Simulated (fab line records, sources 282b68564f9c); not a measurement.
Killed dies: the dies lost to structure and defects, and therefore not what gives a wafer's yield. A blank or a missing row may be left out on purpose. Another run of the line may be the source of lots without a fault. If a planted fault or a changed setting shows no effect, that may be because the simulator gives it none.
fab line records    flow rit-cmos
[record] lots = 6  wafers = 18  last-day = 8
route steps=202 shown PRETRO@72 GATE@75 FOX2@80 REOX@98 NLDD@103 SDANNEAL@155 M1@202
lots that met no fault: from a run of the same line without faults
start-h: the number of hours between the record's first day and the start of the first shown wafer of the lot    wait-h: hours since the lot's step before    " identical to the entry in the row above    L1.1+2: a single row standing in for several wafers    - no value, or no start given    * or withheld: withheld    < > ~ a bound
route shown NAME@n: names a module that has steps shown in the file, with the first one's number in the route    usual: average and standard deviation across the fault-free wafers    same: alike in all rows    chamber/n: place in a boat    sites: the reading at each site    _std_site: their standard deviation    _edge_site: the outer-site mean with the inner-site mean subtracted    radius-mm: how far each site lies from the wafer's centre    mask NAME#n: copy n    behind: the most recent tool/chamber to have shaped the wafer    hold: the reason the lot was held/the length of the hold in hours/how it ended    device: which transistor (n, p or np) failed to switch    end of line: the route-end tests of the same wafers    step lacking rows: just its recipe    killed: dies lost to structure and defects at the first sort, not the wafer's yield    map: the dies of a wafer, with x for killed, . for not killed, _ for no die there
set.NAME: the setting as run; set.NAME@STEP: as run at that earlier step    model.NAME: the simulator's own value behind a step, which no gauge read
lots seen at some steps along the route; tables by step, rows by wafer
services: the hour from which a tool's chamber was out of use, counted from the record's first day as start-h (under 0 if before that day), plus the number of hours and why
[[steps]]
[step RIT_PRETRO_IMPLANT_08]
[recipe] species = B  energy-kev = 45  dose-cm2 = 1.2e+13  tilt-deg = 7
[step RIT_PRETRO_STRIP_09]
[recipe] chemistry = O2  time-s = 180  resist = NOVOLAK  platen-temp-c = withheld  power-w = 500  pressure-mtorr = 4000  o2-flow-sccm = 4000
[usual] drypump-motor-current-A = 5.64/0.2
lot.wafer  tool             chamber  start-h  wait-h  drypump-motor-current-A  rf-hours-counter-h
L450.1     plasma-asher-02  1        38.96    0.1     5.51                     38
L450.2     "                0        "        "       5.87                     38
L450.5     "                0        "        "       5.91                     -
L453.2     plasma-asher-04  0        53.22    0.1     5.79                     42
L453.3     "                1        "        "       5.40                     -
L453.4     "                0        "        "       5.80                     -
L455.1     plasma-asher-01  0        65.67    0.1     5.45                     26
L455.2     "                1        "        "       5.85                     26
L455.4     "                1        "        "       5.84                     -
L456.2     plasma-asher-01  0        67.25    0.1     5.42                     26
L456.5     "                0        "        "       5.42                     -
L456.6     "                1        "        "       5.84                     -
L465.2     plasma-asher-02  0        118.97   0.1     5.85                     0
L465.4     "                0        "        "       5.86                     -
L465.5     "                1        "        "       5.51                     -
L471.4     plasma-asher-01  1        163.06   0.1     5.81                     -
L471.5     "                0        "        "       5.43                     -
L471.6     "                1        "        "       5.83                     -
[step RIT_PRETRO_TW_MEAS_10]
[usual] PRETRO_TW = 474/3.4
lot.wafer  tool           chamber  start-h  wait-h  PRETRO_TW
L450.1     film-metro-02  -        39.13    0.1     476
L450.2     "              -        "        "       476
L450.5     "              -        "        "       478
L453.2     film-metro-02  -        53.40    0.1     478
L453.3     "              -        "        "       479
L453.4     "              -        "        "       475
L455.1     film-metro-01  -        65.85    0.1     473
L455.2     "              -        "        "       476
L455.4     "              -        "        "       478
L456.2     film-metro-01  -        67.43    0.1     478
L456.5     "              -        "        "       474
L456.6     "              -        "        "       476
L465.2     film-metro-01  -        119.15   0.1     475
L465.4     "              -        "        "       473
L465.5     "              -        "        "       470
L471.4     film-metro-04  -        163.20   0.1     467
L471.5     "              -        "        "       467
L471.6     "              -        "        "       470
[step RIT_GATE_WET_ETCH_00]
[recipe] chemistry = BOE  target = SiO2  target-depth-nm = 56  time-s = 60  dry = n2-spin  dilution = 10:1  temp-c = 21.5
[step RIT_GATE_CLEAN_01]
[recipe] chemistry = SC1  mix = 3:3:50  time-s = 600  temp-c = 75
[step RIT_GATE_CLEAN_02]
[recipe] chemistry = dHF  dilution = 50:1  time-s = 30
[step RIT_GATE_CLEAN_03]
[recipe] chemistry = SC2  mix = 3:3:50  time-s = 600  temp-c = 75  dry = n2-spin
[step RIT_GATE_CLEAN_04]
[recipe] chemistry = dHF  dilution = 50:1  time-s = 60  dry = n2-spin
[step RIT_FOX2_THK_MEAS_91]
[recipe] reads = SiO2_of_FOX2_OXIDATION_00
[usual] FIELD_OXIDE_LEFT_2_THK = 258/5.3
lot.wafer  tool           chamber  start-h  wait-h  FIELD_OXIDE_LEFT_2_THK[nm]
L450.1     film-metro-03  -        39.62    0.0     257
L450.2     "              -        "        "       258
L450.5     "              -        "        "       253
L453.2     film-metro-04  -        54.08    0.0     255
L453.3     "              -        "        "       254
L453.4     "              -        "        "       255
L455.1     film-metro-03  -        66.34    0.0     261
L455.2     "              -        "        "       259
L455.4     "              -        "        "       263
L456.2     film-metro-03  -        67.94    0.0     262
L456.5     "              -        "        "       255
L456.6     "              -        "        "       259
L465.2     film-metro-01  -        119.83   0.0     255
L465.4     "              -        "        "       257
L465.5     "              -        "        "       252
L471.4     film-metro-01  -        163.70   0.0     263
L471.5     "              -        "        "       254
L471.6     "              -        "        "       253
[step RIT_GATE_OXIDATION_05]
[recipe] temp-c = 900  ambient = O2  target-thk-a = 30  ox-time-s = 270
[step RIT_GATE_ANNEAL_06]
[recipe] temp-c = 900  time-s = 600  ambient = N2O
[step RIT_GATE_THK_MEAS_07]
[recipe] reads = SiO2_of_GATE_OXIDATION_05
[usual] GATE_OXIDE_THK = 3.04/0.064
lot.wafer  tool           chamber  start-h  wait-h  GATE_OXIDE_THK[nm]
L450.1     film-metro-03  -        45.04    0.0     3.04
L450.2     "              -        "        "       3.09
L450.5     "              -        "        "       3.08
L453.2     film-metro-01  -        57.31    0.0     3.08
L453.3     "              -        "        "       3.00
L453.4     "              -        "        "       3.08
L455.1     film-metro-01  -        69.57    0.0     2.98
L455.2     "              -        "        "       3.03
L455.4     "              -        "        "       2.97
L456.2     film-metro-03  -        70.06    0.0     2.99
L456.5     "              -        "        "       2.96
L456.6     "              -        "        "       3.00
L465.2     film-metro-01  -        137.69   0.0     2.99
L465.4     "              -        "        "       3.00
L465.5     "              -        "        "       3.07
L471.4     film-metro-03  -        168.60   0.0     2.94
L471.5     "              -        "        "       3.00
L471.6     "              -        "        "       2.98
[step RIT_GATE_CVD_08]
[recipe] material = poly-Si  target-thk-nm = 250  temp-c = 610  precursor = SiH4  time-s = 2220  pressure-mtorr = 300  sih4-flow-sccm = 100
[usual] sih4-flow-sccm = 100.00/0.29
lot.wafer  tool      chamber  start-h  wait-h  sih4-flow-sccm  model.poly-Si_of_GATE_CVD_08.thk-nm
L450.1     lpcvd-01  0        45.62    0.6     100.01          252.1
L450.2     "         0        "        "       100.24          250.5
L450.5     "         0        "        "       100.37          252.5
L453.2     lpcvd-01  0        57.86    0.5     80.72           199.2
L453.3     "         0        "        "       80.23           198.3
L453.4     "         0        "        "       80.61           197.8
L455.1     lpcvd-01  1        69.63    0.1     80.15           201.4
L455.2     "         1        "        "       80.08           202.5
L455.4     "         1        "        "       79.65           199.7
L456.2     lpcvd-02  1        71.24    1.2     100.26          248.5
L456.5     "         1        "        "       100.16          250.7
L456.6     "         1        "        "       99.89           252.1
L465.2     lpcvd-02  0        137.74   0.0     99.87           250.5
L465.4     "         0        "        "       100.14          252.4
L465.5     "         0        "        "       99.93           249.7
L471.4     lpcvd-02  0        168.63   0.0     100.16          247.4
L471.5     "         0        "        "       99.91           250.5
L471.6     "         0        "        "       100.05          248
[step RIT_GATE_THK_MEAS_09]
[recipe] reads = poly-Si_of_GATE_CVD_08
[usual] GATE_POLY_THK = 250.6/1.9
lot.wafer  tool           chamber  start-h  wait-h  GATE_POLY_THK[nm]
L450.1     film-metro-04  -        47.23    0.0     252.0
L450.2     "              -        "        "       250.5
L450.5     "              -        "        "       252.6
L453.2     film-metro-04  -        59.49    0.0     199.2
L453.3     "              -        "        "       198.1
L453.4     "              -        "        "       197.8
L455.1     film-metro-04  -        71.25    0.0     201.4
L455.2     "              -        "        "       202.8
L455.4     "              -        "        "       199.8
L456.2     film-metro-03  -        72.87    0.0     248.4
L456.5     "              -        "        "       250.7
L456.6     "              -        "        "       252.4
L465.2     film-metro-04  -        139.37   0.0     250.6
L465.4     "              -        "        "       252.7
L465.5     "              -        "        "       249.8
L471.4     film-metro-03  -        170.28   0.0     247.2
L471.5     "              -        "        "       250.3
L471.6     "              -        "        "       248.3
[step RIT_GATE_HMDS_10]
[recipe] prime-time-s = 60  prime-temp-c = 140
[step RIT_GATE_COAT_11]
[recipe] resist = NOVOLAK  spin-rpm = 4250  resist-thk-nm = 850
[step RIT_GATE_SOFTBAKE_12]
[recipe] resist = NOVOLAK  temp-c = 90  time-s = 60
[step RIT_GATE_EXPOSE_13]
[recipe] mask-id = M6  na = 0.6  source-shape = conventional  sigma-outer = 0.6  target-cd-nm = 150  dose-mj = 380
[step RIT_GATE_PEB_14]
[recipe] resist = NOVOLAK  temp-c = withheld  time-s = withheld
[step RIT_GATE_DEVELOP_15]
[recipe] resist = NOVOLAK  develop-time-s = 50  dev-temp-c = 23
[step RIT_GATE_CD_MEAS_16]
[recipe] target-cd-nm = 150
[usual] cd-nm = 149.1/2.2
lot.wafer  tool       chamber  start-h  wait-h  cd-nm
L450.1     cd-sem-01  -        48.27    -       147.9
L450.2     "          -        "        "       149.5
L450.5     "          -        "        "       150.0
L453.2     cd-sem-01  -        60.41    -       148.6
L453.3     "          -        "        "       147.2
L453.4     "          -        "        "       148.8
L455.1     cd-sem-01  -        72.42    -       151.1
L455.2     "          -        "        "       152.6
L455.4     "          -        "        "       150.2
L456.2     cd-sem-01  -        73.79    -       150.8
L456.5     "          -        "        "       148.8
L456.6     "          -        "        "       148.7
L465.2     cd-sem-02  -        140.42   -       149.6
L465.4     "          -        "        "       151.6
L465.5     "          -        "        "       150.5
L471.4     cd-sem-01  -        171.98   -       148.3
L471.5     "          -        "        "       147.8
L471.6     "          -        "        "       147.0
[step RIT_GATE_OVL_MEAS_17]
[usual] GATE_OVL = 0.0/1.4
lot.wafer  tool        chamber  start-h  wait-h  GATE_OVL[nm]
L450.1     overlay-01  -        48.39    0.1     -2.6
L450.2     "           -        "        "       -0.8
L450.5     "           -        "        "       1.5
L453.2     overlay-01  -        60.51    0.1     1.4
L453.3     "           -        "        "       0.6
L453.4     "           -        "        "       -0.7
L455.1     overlay-02  -        72.54    0.1     2.6
L455.2     "           -        "        "       2.0
L455.4     "           -        "        "       2.5
L456.2     overlay-02  -        73.89    0.1     -0.4
L456.5     "           -        "        "       -0.7
L456.6     "           -        "        "       0.2
L465.2     overlay-02  -        140.52   0.1     0.4
L465.4     "           -        "        "       -0.8
L465.5     "           -        "        "       2.4
L471.4     overlay-02  -        172.06   0.1     0.3
L471.5     "           -        "        "       -1.9
L471.6     "           -        "        "       0.6
[step RIT_GATE_HARDBAKE_18]
[recipe] resist = NOVOLAK  temp-c = 140  time-s = 60
[step RIT_GATE_ETCH_19]
[recipe] chemistry = SF6/CHF3/O2  time-s = 165  SF6_flow_sccm = 30  CHF3_flow_sccm = 30  O2_flow_sccm = 5  target = poly-Si  pressure-mtorr = 40  rf-w = 160  target-depth-a = 3125  over-etch-frac = 0.25  stop-on = SiO2
[usual] O2_flow_sccm = 5.000/0.015  drypump-motor-current-A = 5.54/0.28  oes-product-au = 0.849/0.016  throttle-valve-pct = 10.24/0.06
lot.wafer  tool       chamber  start-h  wait-h  O2_flow_sccm  drypump-motor-current-A  oes-product-au  rf-hours-counter-h  throttle-valve-pct  model.etch.depth-nm  model.GATE.feature-depth-nm
L450.1     rie-si-02  2        48.57    0.1     5.003         5.09                     0.871           97                  10.22               252.1                252.1
L450.2     "          0        "        "       4.982         5.35                     0.827           146                 10.22               250.5                250.5
L450.5     "          1        "        "       4.988         5.97                     0.878           -                   10.19               252.5                252.5
L453.2     rie-si-01  2        60.69    0.1     5.004         5.76                     0.735           0                   10.31               199.2                199.2
L453.3     "          1        "        "       5.019         5.58                     0.716           145                 10.32               198.3                198.3
L453.4     "          0        "        "       4.983         5.89                     0.711           140                 10.25               197.8                197.8
L455.1     rie-si-01  3        72.72    0.1     5.011         5.31                     0.744           1                   10.15               201.4                201.4
L455.2     "          0        "        "       4.993         5.87                     0.719           140                 10.26               202.5                202.5
L455.4     "          2        "        "       5.005         5.75                     0.729           0                   10.33               199.7                199.7
L456.2     rie-si-02  3        74.07    0.1     4.979         5.43                     0.823           1                   10.24               248.5                248.5
L456.5     "          3        "        "       5.010         5.46                     0.831           -                   10.24               250.7                250.7
L456.6     "          1        "        "       5.014         5.96                     0.891           -                   10.20               252.1                252.1
L465.2     rie-si-01  0        140.70   0.1     5.022         5.86                     0.831           141                 10.26               250.5                250.5
L465.4     "          2        "        "       4.970         5.76                     0.854           -                   10.33               252.4                252.4
L465.5     "          0        "        "       4.993         5.87                     0.834           -                   10.26               249.7                249.7
L471.4     rie-si-01  3        172.28   0.1     5.010         5.26                     0.851           -                   10.14               247.4                247.4
L471.5     "          2        "        "       4.993         5.78                     0.857           -                   10.31               250.5                250.5
L471.6     "          1        "        "       5.000         5.58                     0.855           -                   10.29               248                  248
[step RIT_GATE_STRIP_20]
[recipe] chemistry = O2  time-s = 180  resist = NOVOLAK  platen-temp-c = withheld  power-w = 500  pressure-mtorr = 4000  o2-flow-sccm = 4000
[usual] drypump-motor-current-A = 5.9/0.49
lot.wafer  tool             chamber  start-h  wait-h  drypump-motor-current-A  rf-hours-counter-h
L450.1     plasma-asher-04  0        48.68    0.1     5.8                      41
L450.2     "                1        "        "       5.4                      41
L450.5     "                0        "        "       5.8                      -
L453.2     plasma-asher-03  1        60.80    0.1     6.8                      42
L453.3     "                1        "        "       6.8                      -
L453.4     "                0        "        "       6.0                      -
L455.1     plasma-asher-01  0        72.83    0.1     5.4                      27
L455.2     "                1        "        "       5.8                      27
L455.4     "                0        "        "       5.4                      -
L456.2     plasma-asher-04  0        74.18    0.1     5.8                      44
L456.5     "                0        "        "       5.8                      -
L456.6     "                1        "        "       5.4                      -
L465.2     plasma-asher-03  0        140.81   0.1     6.0                      49
L465.4     "                0        "        "       6.0                      -
L465.5     "                0        "        "       6.0                      -
L471.4     plasma-asher-01  0        172.39   0.1     5.4                      -
L471.5     "                1        "        "       5.8                      -
L471.6     "                0        "        "       5.4                      -
[step RIT_GATE_CD_MEAS_90]
[recipe] target-cd-nm = 150
[usual] cd-nm = 149.1/2.2
lot.wafer  tool       chamber  start-h  wait-h  cd-nm
L450.1     cd-sem-02  -        48.86    0.1     148.4
L450.2     "          -        "        "       149.3
L450.5     "          -        "        "       150.4
L453.2     cd-sem-02  -        61.00    0.1     148.5
L453.3     "          -        "        "       147.5
L453.4     "          -        "        "       148.9
L455.1     cd-sem-01  -        73.01    0.1     151.1
L455.2     "          -        "        "       151.7
L455.4     "          -        "        "       149.8
L456.2     cd-sem-02  -        74.38    0.1     150.4
L456.5     "          -        "        "       149.3
L456.6     "          -        "        "       148.8
L465.2     cd-sem-02  -        141.01   0.1     150.0
L465.4     "          -        "        "       151.7
L465.5     "          -        "        "       150.2
L471.4     cd-sem-01  -        172.57   0.1     149.1
L471.5     "          -        "        "       147.8
L471.6     "          -        "        "       146.7
[step RIT_REOX_CLEAN_00]
[recipe] chemistry = SC1  mix = 3:3:50  time-s = 600  temp-c = 75
[step RIT_REOX_CLEAN_01]
[recipe] chemistry = dHF  dilution = 50:1  time-s = 30
[step RIT_REOX_CLEAN_02]
[recipe] chemistry = SC2  mix = 3:3:50  time-s = 600  temp-c = 75  dry = n2-spin
[step RIT_REOX_OXIDATION_03]
[recipe] temp-c = 900  ambient = O2  target-thk-a = 252  ox-time-s = 5580
[step RIT_REOX_THK_MEAS_04]
[recipe] reads = SiO2_of_REOX_OXIDATION_03
[usual] REOX_OXIDE_THK = 25.3/0.58
lot.wafer  tool           chamber  start-h  wait-h  REOX_OXIDE_THK[nm]
L450.1     film-metro-04  -        52.28    0.0     25.5
L450.2     "              -        "        "       25.9
L450.5     "              -        "        "       25.5
L453.2     film-metro-02  -        65.93    0.0     23.2
L453.3     "              -        "        "       23.8
L453.4     "              -        "        "       23.8
L455.1     film-metro-04  -        77.11    0.0     25.2
L455.2     "              -        "        "       24.9
L455.4     "              -        "        "       25.1
L456.2     film-metro-04  -        80.28    0.0     25.4
L456.5     "              -        "        "       25.3
L456.6     "              -        "        "       25.2
L465.2     film-metro-04  -        148.02   0.0     26.0
L465.4     "              -        "        "       26.3
L465.5     "              -        "        "       25.8
L471.4     film-metro-04  -        175.91   0.0     25.1
L471.5     "              -        "        "       24.9
L471.6     "              -        "        "       24.9
[step RIT_NLDD_HMDS_00]
[recipe] prime-time-s = 60  prime-temp-c = 140
[step RIT_NLDD_COAT_01]
[recipe] resist = NOVOLAK  spin-rpm = 3250  resist-thk-nm = 1000
[step RIT_NLDD_SOFTBAKE_02]
[recipe] resist = NOVOLAK  temp-c = 90  time-s = 60
[step RIT_NLDD_EXPOSE_03]
[recipe] mask-id = M7  na = 0.57  target-cd-nm = 40700  dose-mj = 250
[step RIT_NLDD_PEB_04]
[recipe] resist = NOVOLAK  temp-c = withheld  time-s = withheld
[step RIT_NLDD_DEVELOP_05]
[recipe] resist = NOVOLAK  develop-time-s = 50  dev-temp-c = 23
[step RIT_NLDD_OVL_MEAS_06]
[usual] NLDD_OVL = -0.5/1.6
lot.wafer  tool        chamber  start-h  wait-h  NLDD_OVL[nm]
L450.1     overlay-02  -        53.32    -       2.0
L450.2     "           -        "        "       1.8
L450.5     "           -        "        "       -0.1
L453.2     overlay-01  -        66.97    -       -0.5
L453.3     "           -        "        "       -0.5
L453.4     "           -        "        "       1.1
L455.1     overlay-01  -        78.14    -       0.5
L455.2     "           -        "        "       0.1
L455.4     "           -        "        "       -0.5
L456.2     overlay-01  -        81.19    -       -1.5
L456.5     "           -        "        "       0.0
L456.6     "           -        "        "       -2.9
L465.2     overlay-01  -        149.05   -       -0.7
L465.4     "           -        "        "       -1.3
L465.5     "           -        "        "       -1.3
L471.4     overlay-01  -        177.27   -       -2.2
L471.5     "           -        "        "       -2.5
L471.6     "           -        "        "       -3.2
[step RIT_NLDD_HARDBAKE_07]
[recipe] resist = NOVOLAK  temp-c = 140  time-s = 60
[step RIT_NLDD_IMPLANT_08]
[recipe] species = P  energy-kev = 20  dose-cm2 = 5e+14  tilt-deg = 7
[step RIT_NLDD_STRIP_09]
[recipe] chemistry = O2  time-s = 180  resist = NOVOLAK  platen-temp-c = withheld  power-w = 500  pressure-mtorr = 4000  o2-flow-sccm = 4000
[usual] drypump-motor-current-A = 5.9/0.46
lot.wafer  tool             chamber  start-h  wait-h  drypump-motor-current-A  rf-hours-counter-h
L450.1     plasma-asher-02  1        53.65    0.1     5.5                      40
L450.2     "                0        "        "       5.9                      40
L450.5     "                1        "        "       5.5                      -
L453.2     plasma-asher-03  0        67.30    0.1     6.0                      43
L453.3     "                0        "        "       6.0                      -
L453.4     "                1        "        "       6.8                      -
L455.1     plasma-asher-01  0        78.48    0.1     5.4                      27
L455.2     "                1        "        "       5.8                      27
L455.4     "                0        "        "       5.4                      -
L456.2     plasma-asher-03  0        81.52    0.1     6.0                      44
L456.5     "                0        "        "       6.0                      -
L456.6     "                1        "        "       6.8                      -
L465.2     plasma-asher-01  0        149.38   0.1     5.4                      33
L465.4     "                0        "        "       5.4                      -
L465.5     "                1        "        "       5.8                      -
L471.4     plasma-asher-02  0        177.65   0.1     5.9                      -
L471.5     "                1        "        "       5.5                      -
L471.6     "                0        "        "       5.9                      -
[step RIT_NLDD_TW_MEAS_10]
[usual] NLDD_TW = 2505/28
lot.wafer  tool           chamber  start-h  wait-h  NLDD_TW
L450.1     film-metro-01  -        53.83    0.1     2481
L450.2     "              -        "        "       2483
L450.5     "              -        "        "       2482
L453.2     film-metro-03  -        67.49    0.1     2544
L453.3     "              -        "        "       2558
L453.4     "              -        "        "       2550
L455.1     film-metro-03  -        78.65    0.1     2540
L455.2     "              -        "        "       2540
L455.4     "              -        "        "       2556
L456.2     film-metro-02  -        81.70    0.1     2504
L456.5     "              -        "        "       2493
L456.6     "              -        "        "       2485
L465.2     film-metro-02  -        149.57   0.1     2503
L465.4     "              -        "        "       2499
L465.5     "              -        "        "       2508
L471.4     film-metro-02  -        177.80   0.1     2486
L471.5     "              -        "        "       2482
L471.6     "              -        "        "       2478
[step RIT_SDANNEAL_CLEAN_02]
[recipe] chemistry = SC2  mix = 3:3:50  time-s = 600  temp-c = 75  dry = n2-spin
[usual] bath-heat-duty-pct = 15.2/1.5
lot.wafer  tool          chamber  start-h  wait-h  bath-heat-duty-pct  model.poly-Si_of_GATE_CVD_08.thk-nm
L450.1     wet-bench-03  0        61.23    0.0     14.5                167
L450.2     "             0        "        "       14.4                165.4
L450.5     "             0        "        "       15.3                164.3
L453.2     wet-bench-02  1        74.72    0.0     17.2                113
L453.3     "             1        "        "       15.4                110.8
L453.4     "             1        "        "       17.1                110.9
L455.1     wet-bench-02  2        86.22    0.0     18.2                112.9
L455.2     "             2        "        "       17.7                115.3
L455.4     "             2        "        "       16.5                113.4
L456.2     wet-bench-03  0        89.25    0.0     15.2                163.8
L456.5     "             0        "        "       14.0                164.2
L456.6     "             0        "        "       14.0                167
L465.2     wet-bench-02  0        157.57   0.0     13.5                164.9
L465.4     "             0        "        "       13.6                167.1
L465.5     "             0        "        "       13.8                161
L471.4     wet-bench-04  3        186.70   0.0     16.9                161.8
L471.5     "             3        "        "       16.8                164.7
L471.6     "             3        "        "       17.8                159.3
[step RIT_M1_PROBE_99]
[usual] killed_at_M0_to_M3 = 0.0/0.14  killed-at-contacts = 0.1/0.3  killed-at-front-end = 7/3.1  killed-dies = 7/3.1  killed-on-rim = 1.9/1.5  killed-open = 3.8/2.3  killed-short = 3.2/1.9
[same] gross-dies = 264  killed_at_M4_up = 0  killed-at-back-side = 0  killed-at-other = 0
lot.wafer  tool       chamber  start-h  wait-h  killed_at_M0_to_M3  killed-at-contacts  killed-at-front-end  killed-dies  killed-on-rim  killed-open  killed-short  model.etest.pmos-turned.r-on-ohm-um  model.etest.nmos_0p3.r-on-ohm-um  model.etest.nmos-turned.drive-ua-um  model.etest.pmos-turned.drive-ua-um  model.etest.nmos_0p15.drive-ua-um  model.etest.nmos-narrow.drive-ua-um  model.etest.nmos_0p3.drive-ua-um  model.etest.ppoly-line.rs-ohm-sq
L450.1     prober-02  -        69.11    0.1     0                   0                   10                   10           2              5            5             3489                                 2168                              315.4                                184.6                                467.1                              219.5                                219.8                             16.27
L450.2     prober-02  -        69.16    0.1     0                   0                   7                    7            3              3            4             3540                                 2178                              307.3                                181.4                                458.2                              215.3                                218.4                             16.55
L450.5     prober-02  -        69.31    0.2     0                   0                   4                    4            1              1            3             3553                                 2216                              305.5                                181.7                                449.7                              214.8                                216.3                             16.42
L453.2     prober-01  -        82.81    0.1     0                   0                   6                    6            0              4            2             2909                                 2062                              423.4                                237.6                                501.7                              232.8                                235.8                             17.11
L453.3     prober-01  -        82.86    0.2     0                   1                   2                    3            1              2            1             2986                                 2102                              422.5                                232.2                                508.6                              236.9                                238                               17.08
L453.4     prober-01  -        82.91    0.2     0                   0                   5                    5            2              3            2             2976                                 2072                              415.3                                233.1                                496.3                              231.4                                232.2                             16.93
L455.1     prober-01  -        94.47    0.1     0                   2                   3                    5            1              2            3             3116                                 2071                              404.6                                219.2                                494.2                              236.8                                242                               17.02
L455.2     prober-01  -        94.52    0.1     0                   0                   9                    9            1              5            4             3160                                 2074                              397.5                                216.3                                484.3                              234.2                                236.4                             16.74
L455.4     prober-01  -        94.62    0.2     0                   0                   3                    3            0              0            3             3058                                 2017                              412.4                                226.2                                503.3                              236.4                                244.3                             16.83
L456.2     prober-02  -        96.96    0.1     0                   0                   4                    4            0              2            2             3438                                 2120                              326.1                                187.9                                473.7                              230.1                                230.3                             16.55
L456.5     prober-02  -        97.11    0.2     0                   0                   6                    6            2              2            4             3415                                 2117                              327.3                                191.7                                479.3                              235.9                                232.3                             16.93
L456.6     prober-02  -        97.16    0.2     0                   0                   9                    9            2              6            3             3399                                 2137                              323                                  188.8                                475.5                              224.3                                225.5                             16.68
L465.2     prober-02  -        165.67   0.1     0                   0                   13                   13           5              5            8             3618                                 2158                              310.6                                175.8                                465.6                              225                                  224.8                             16.1
L465.4     prober-02  -        165.77   0.2     0                   0                   10                   10           1              5            5             3738                                 2198                              294.7                                167                                  447.7                              220.5                                221.1                             16.31
L465.5     prober-02  -        165.82   0.2     0                   0                   5                    5            2              3            2             3710                                 2232                              312.8                                174                                  457.6                              221                                  222                               16.76
L471.4     prober-01  -        195.99   0.2     1                   0                   8                    9            2              3            6             3205                                 2140                              324.4                                206.9                                474.1                              232.1                                229.4                             16.35
L471.5     prober-01  -        196.04   0.2     0                   0                   12                   12           4              6            6             3190                                 2143                              319.6                                205.8                                468.5                              227.7                                227.6                             16.64
L471.6     prober-01  -        196.09   0.2     0                   0                   3                    3            1              2            1             3250                                 2210                              324.1                                208                                  472.4                              232.9                                229.7                             16.76
// killed by level:class
L450.1 GATE:geometric-particle:open=4 GATE:geometric-particle:short=2 SPACER:geometric-particle:short=2 FOX1:geometric-particle:short=1 REOX:geometric-particle:open=1
L450.2 GATE:geometric-particle:open=3 GATE:geometric-particle:short=2 SPACER:geometric-particle:short=2
L450.5 REOX:geometric-particle:short=2 SPACER:geometric-particle:short=1 SPACER:geometric-particle:open=1
L453.2 GATE:geometric-particle:open=2 FOX1:geometric-particle:open=1 GATE:geometric-particle:short=1 REOX:geometric-particle:short=1 SPACER:geometric-particle:open=1
L453.3 GATE:geometric-particle:open=1 REOX:geometric-particle:short=1 CONTACT:geometric-particle:open=1
L453.4 ACTIVE:geometric-particle:open=1 GATE:geometric-particle:open=1 GATE:geometric-particle:short=1 SPACER:geometric-particle:open=1 SPACER:geometric-particle:short=1
L455.1 REOX:geometric-particle:open=1 REOX:geometric-particle:short=1 SPACER:geometric-particle:short=1 CONTACT:geometric-particle:open=1 CONTACT:geometric-particle:short=1
L455.2 GATE:geometric-particle:short=2 GATE:geometric-particle:open=2 FOX1:geometric-particle:open=1 FOX2:geometric-particle:short=1 FOX2:geometric-particle:open=1 SILICIDE:geometric-particle:open=1 SILICIDE:geometric-particle:short=1
L455.4 SILICIDE:geometric-particle:short=2 FOX1:geometric-particle:short=1
L456.2 FOX1:geometric-particle:short=2 SPACER:geometric-particle:open=1 SILICIDE:geometric-particle:open=1
L456.5 SPACER:geometric-particle:short=3 GATE:geometric-particle:open=1 REOX:geometric-particle:open=1 SILICIDE:geometric-particle:short=1
L456.6 GATE:geometric-particle:open=3 SPACER:geometric-particle:open=2 GATE:geometric-particle:short=1 SPACER:geometric-particle:short=1 SILICIDE:geometric-particle:short=1 SILICIDE:geometric-particle:open=1
L465.2 GATE:geometric-particle:short=4 FOX2:geometric-particle:short=2 GATE:geometric-particle:open=2 REOX:geometric-particle:open=2 REOX:geometric-particle:short=2 SILICIDE:geometric-particle:open=1
L465.4 REOX:geometric-particle:open=3 ACTIVE:geometric-particle:short=1 FOX1:geometric-particle:short=1 FOX2:geometric-particle:short=1 FOX2:geometric-particle:open=1 GATE:geometric-particle:short=1 GATE:geometric-particle:open=1 SPACER:geometric-particle:short=1
L465.5 GATE:geometric-particle:open=3 GATE:geometric-particle:short=1 SPACER:geometric-particle:short=1
L471.4 GATE:geometric-particle:short=2 FOX1:geometric-particle:open=1 FOX1:geometric-particle:short=1 GATE:geometric-particle:open=1 REOX:geometric-particle:short=1 SPACER:geometric-particle:short=1 SPACER:geometric-particle:open=1 M1:geometric-particle:short=1
L471.5 GATE:geometric-particle:short=5 REOX:geometric-particle:open=2 SPACER:geometric-particle:open=2 FOX2:geometric-particle:short=1 GATE:geometric-particle:open=1 SILICIDE:geometric-particle:open=1
L471.6 GATE:geometric-particle:open=2 SPACER:geometric-particle:short=1
[[services]]
tool             chamber  start-h  hours  kind
rie-si-02        1        52.96    6.6    repair
rie-si-02        0        72.58    18.3   repair
plasma-asher-02  -        74.68    1.6    repair
wet-bench-03     -        74.90    1.9    pm
wet-bench-04     -        88.83    1.9    pm
wet-bench-04     -        103.31   1.6    repair
wet-bench-03     -        107.65   11.5   repair
plasma-asher-02  -        108.75   9.0    pm
plasma-asher-02  0        108.75   9.0    vent-cycle
plasma-asher-02  1        108.75   9.0    vent-cycle
plasma-asher-02  0        117.75   -      clean
plasma-asher-02  1        117.75   -      clean
rie-si-02        0        129.10   -      clean
rie-si-02        0        129.10   16.2   scheduled-down
rie-si-01        1        131.99   -      clean
rie-si-01        1        131.99   21.8   scheduled-down
rie-si-01        1        131.99   21.8   vent-cycle
lpcvd-02         -        146.94   6.0    pm
rie-si-01        0        155.65   -      clean
rie-si-01        0        155.65   27.1   scheduled-down
rie-si-01        0        155.65   27.1   vent-cycle
plasma-asher-01  -        169.32   2.1    repair
rie-si-01        2        178.00   2.7    repair
lpcvd-01         -        178.60   1.1    repair
[[key]]
[first-sign] step = RIT_GATE_CVD_08  reading = sih4-flow-sccm  direction = down  sigmas = 68  usual = 100.00  struck = 80.24
[effect] step = RIT_GATE_THK_MEAS_09  reading = GATE_POLY_THK  direction = down  sigmas = 26  usual = 250.6  struck = 199.8
[effect] step = RIT_GATE_ETCH_19  reading = oes-product-au  direction = down  sigmas = 7.5  usual = 0.849  struck = 0.726
[model-effect] step = RIT_GATE_CVD_08  value = poly-Si_of_GATE_CVD_08.thk-nm  without = 249.8  struck = 199.8
[model-effect] step = RIT_GATE_ETCH_19  value = etch.depth-nm  without = 249.8  struck = 199.8
[model-effect] step = RIT_SDANNEAL_CLEAN_02  value = poly-Si_of_GATE_CVD_08.thk-nm  without = 162.7  struck = 112.7
[model-effect] step = RIT_M1_PROBE_99  value = etest.pmos-turned.r-on-ohm-um  without = 3323  struck = 3034
met-at RIT_GATE_CVD_08
struck-wafers L453.2,L453.3,L453.4,L455.1,L455.2,L455.4
tester-left-out L453,L455
onset-between 45.62 57.86
[fault] kind = process-parameter-drift  tool = lpcvd-01  chamber = -  onset-h = 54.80  steps = RIT_GATE_CVD_08  channel = sih4-flow-sccm  offset = -20  shape = step  end-h = 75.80  stated = 100
// tester-left-out: of these lots the tester's yield and bins aren't shown, on N5 and GAA mostly nor the transistor test; their killed dies are dies lost to structure and defects alone, not to doping, threshold or leakage, so they don't give the yield
